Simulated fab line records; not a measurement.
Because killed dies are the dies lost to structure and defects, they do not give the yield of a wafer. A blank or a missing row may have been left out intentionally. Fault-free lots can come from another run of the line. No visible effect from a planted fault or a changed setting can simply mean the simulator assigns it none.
2 desks looking at one fault ; flow berkeleyCmos170 ; numbers are kept per desk, each desk with only its own; the story behind them comes last

== METROLOGY DESK ==
Lot by lot, what the gauges showed, no matter which tool ran the lot: averages of those sampled wafers that carry a number. A lot is out of limits, marked OUT, if its mean lies more than 4 standard deviations from the usual mean; the brackets give that distance.
Columns: A = V1_POLISHED_THK at UCB170_V1_THK_MEAS_04, usual 1000.4 nm
lot;first seen here;A
L737;day 8 08:05;1000.2
L739;day 8 21:18;1001.1
L738;day 8 22:35;1000.6
L742;day 9 05:16;1001.0
L740;day 9 06:35;1001.2
L741;day 9 08:42;1000.2
L744;day 10 07:47;1001.1
L751;day 11 01:25;999.7
L748;day 11 05:54;1001.5
L746;day 11 07:05;999.8
L756;day 12 09:33;999.6
L760;day 13 02:25;1000.5
L759;day 13 03:46;1002.2
Finding of this desk: none of the 13 lots has anything out of limits.

== AT THE TOOL OWNER'S DESK: rieDiel-03 ==
The tool's own readings at UCB170_V1_ETCH_14 (etches SiO2 in CHF3/CF4/Ar, stops on Al, target depth 1250 nm, time 291 s): means of the sampled wafers that have a number, for each lot that ran on this tool. A lot is out of limits, marked OUT, if its mean lies more than 4 standard deviations from the usual mean; the brackets give that distance.
Columns: A = drypumpMotorCurrentA at UCB170_V1_ETCH_14, usual 5.6 A; B = oesProductAu at UCB170_V1_ETCH_14, usual 0.877 a.u.; C = throttleValvePct at UCB170_V1_ETCH_14, usual 6.94 %
lot;first seen here;A;B;C
L737;day 8 10:47;5.6;0.877;6.92
L739;day 8 22:35;5.5;0.879;6.90
L751;day 11 02:40;5.7;0.863;6.84
L756;day 12 10:58;5.5;0.889;6.97
Finding of this desk: none of the 4 lots has anything out of limits.

== BROUGHT TOGETHER ==
Nothing out of limits was seen by the metrology desk.
The desk of the tool owner found nothing out of limits.

== WHAT THE SIMULATOR PUT IN ==
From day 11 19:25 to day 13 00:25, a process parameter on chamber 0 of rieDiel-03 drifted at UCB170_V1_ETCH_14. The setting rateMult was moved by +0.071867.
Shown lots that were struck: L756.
